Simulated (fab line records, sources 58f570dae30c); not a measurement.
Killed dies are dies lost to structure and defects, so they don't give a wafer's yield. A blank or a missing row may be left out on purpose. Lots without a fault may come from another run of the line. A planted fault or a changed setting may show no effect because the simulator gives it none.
A struck lot beside a sound one | flow berkeley_cmos170 | 31 steps out of a route of 331
Sound: wafers L739.1, L739.2, L739.3. Struck: wafers L746.2, L746.4, L746.6. The cause comes at the end.
At each step with rows: each side's tool, then ch and its chambers, then its first start. Under that, the readings that differ: sound wafers | struck wafers | difference of the means | sigmas: that difference in standard deviations of wafers without a fault.
alike: readings whose means differ by less than 2 such deviations, and words and numbers that are the same on both sides. not compared: withheld readings, readings that some wafer has no value for, bounds like >300 that may hide the same value, and numbers for which the record gives no deviation and whose values overlap.
The two part at a step that has a row with sigmas, a row that says differs or no value, or rows on one side only. Numbers that don't overlap but have no deviation are shown without sigmas and don't part them. A reading that every wafer of one side lacks parts them only if that side has two wafers or more.

UCB170_SDANNEAL_RTA_01: time 5 s.
  sound on rtp_anneal-02 ch 0, day 7 01:58; struck on rtp_anneal-02 ch 0, day 8 19:04
  alike: lamp_power_pct, wafer_temp_C_max
UCB170_SDANNEAL_RS_MEAS_02: measures by four-point-probe.
  sound on film_metro-02, day 7 02:01; struck on film_metro-02, day 8 19:08
  alike: PSD_RS
UCB170_SDANNEAL_RS_MEAS_03: measures by four-point-probe.
  sound on film_metro-02, day 7 02:08; struck on film_metro-02, day 8 19:15
  alike: NSD_RS
UCB170_SDANNEAL_RS_MEAS_04: measures by four-point-probe.
  sound on film_metro-02, day 7 02:16; struck on film_metro-02, day 8 19:22
  alike: PLDD_RS
UCB170_SDANNEAL_RS_MEAS_05: measures by four-point-probe.
  sound on film_metro-02, day 7 02:23; struck on film_metro-02, day 8 19:29
  alike: NLDD_RS
then, 2 steps without rows for these wafers: UCB170_SILICIDE_PRE_CLEAN_00 (preclean etch time 60 s); UCB170_SILICIDE_SPUTTER_01 (material Ti, target thk 30 nm, time 25 s).
UCB170_SILICIDE_RS_MEAS_02: measures by four-point-probe.
  sound on film_metro-03, day 7 02:36; struck on film_metro-03, day 8 19:43
  reading                 | sound          | struck         | difference | sigmas
  SILICIDE_TI_RS (ohm/sq) | 25.7 25.8 25.6 | 27.2 26.4 26.5 | +1.0       | +3
UCB170_SILICIDE_THK_MEAS_03: measures by xrf.
  sound on film_metro-03, day 7 02:43; struck on film_metro-03, day 8 19:49
  reading              | sound          | struck         | difference | sigmas
  SILICIDE_TI_THK (nm) | 30.5 30.4 30.4 | 29.1 29.8 29.6 | -0.9       | -3
then, 3 steps without rows for these wafers: UCB170_SILICIDE_RTA_04 (time 15 s); UCB170_SILICIDE_WET_ETCH_05 (etches Ti in SPM, time 45 s); UCB170_CONTACT_CLEAN_00 (cleans in SPM, time 600 s).
UCB170_CONTACT_CVD_01: deposits PSG from SiH4/O2/PH3, target thk 700 nm, time 2820 s.
  sound on lpcvd-01 ch 0, day 7 03:05; struck on lpcvd-02 ch 1, day 8 20:13
  reading                                 | sound                | struck               | difference | sigmas
  spike_tc_centre_C (C)                   | 452.5 451.9 453.3    | 471.7 473.0 473.5    | +20.2      | +18
  spike_tc_load_C (C)                     | 463 465 464          | 492 493 493          | +29        | +9
  spike_tc_source_C (C)                   | 465.3 464.8 464.8    | 488.8 488.8 489.8    | +24.2      | +11
  susceptor_temp_C (C)                    | 450.53 450.37 450.50 | 470.14 470.17 470.20 | +19.70     | +90
  model.PSG_of_CONTACT_CVD_01.thk_nm (nm) | 700.8 696.1 701.1    | 841.5 841.4 841.7    | +142.2     |
UCB170_CONTACT_THK_MEAS_02:
  sound on film_metro-04, day 7 04:52; struck on film_metro-04, day 8 22:53
  reading              | sound       | struck      | difference | sigmas
  CONTACT_PSG_THK (nm) | 700 696 701 | 842 842 841 | +143       | +23
then, 3 steps without rows for these wafers: UCB170_CONTACT_HMDS_03 (prime time 60 s); UCB170_CONTACT_COAT_04 (resist thk 900 nm); UCB170_CONTACT_SOFTBAKE_05 (time 60 s).
UCB170_CONTACT_STRIP_06: strips in O2.
  sound on plasma_asher-04 ch 0,1, day 7 05:23; struck on plasma_asher-01 ch 0,1, day 8 23:23
  alike: drypump_motor_current_A, oes_product_au, strip_time_to_endpoint_s
  not compared: rf_hours_counter_h
then, 1 step without rows for these wafers: UCB170_CONTACT_CLEAN_07 (cleans in SPM, time 600 s).
UCB170_CONTACT_RTA_08: time 10 s.
  sound on rtp_anneal-01 ch 0, day 7 05:39; struck on rtp_anneal-01 ch 0, day 8 23:41
  alike: lamp_power_pct, wafer_temp_C_max
then, 6 steps without rows for these wafers: UCB170_CONTACT_COAT_09; UCB170_CONTACT_COAT_10 (resist thk 900 nm); UCB170_CONTACT_SOFTBAKE_11 (time 60 s); UCB170_CONTACT_EXPOSE_12 (exposes mask CONT, target cd 700 nm); UCB170_CONTACT_PEB_13; UCB170_CONTACT_DEVELOP_14 (develop time 45 s).
UCB170_CONTACT_CD_MEAS_15: target cd 700 nm.
  sound on cd_sem-01, day 7 06:41; struck on cd_sem-02, day 9 00:36
  alike: cd_nm
UCB170_CONTACT_OVL_MEAS_16:
  sound on overlay-01, day 7 06:49; struck on overlay-01, day 9 00:42
  alike: CONTACT_OVL
UCB170_CONTACT_ETCH_17: etches BARC in N2/H2.
  sound on rie_diel-03 ch 1,2,3, day 7 06:50; struck on rie_diel-03 ch 0,3, day 9 00:44
  alike: drypump_motor_current_A, oes_product_au, throttle_valve_pct
UCB170_CONTACT_ETCH_18: etches PSG in CHF3/CF4/Ar, stops on TiSi2, target depth 840 nm, time 195 s.
  sound on rie_diel-03 ch 1,2,3; struck on rie_diel-03 ch 0,3
  reading                             | sound             | struck            | difference | sigmas
  oes_product_au (a.u.)               | 0.917 0.874 0.881 | 0.983 1.018 0.985 | +0.105     | +7
  model.CONTACT.feature_depth_nm (nm) | 700.8 696.1 701.1 | 832.9 841.4 832.8 | +136.4     |
  model.etch.depth_nm (nm)            | 700.8 696.1 701.1 | 832.9 841.4 832.8 | +136.4     |
  alike: drypump_motor_current_A, throttle_valve_pct
  not compared: rf_hours_counter_h
UCB170_CONTACT_STRIP_19: strips in O2.
  sound on plasma_asher-02 ch 0,1, day 7 07:01; struck on plasma_asher-01 ch 0, day 9 00:54
  alike: drypump_motor_current_A, oes_product_au
  not compared: rf_hours_counter_h

WHERE THEY PART
First at UCB170_SILICIDE_RS_MEAS_02; last, within this record, at UCB170_CONTACT_ETCH_18. Later steps at which nothing parts them and some readings are alike: UCB170_CONTACT_STRIP_19.

WHY: what the simulator had put in
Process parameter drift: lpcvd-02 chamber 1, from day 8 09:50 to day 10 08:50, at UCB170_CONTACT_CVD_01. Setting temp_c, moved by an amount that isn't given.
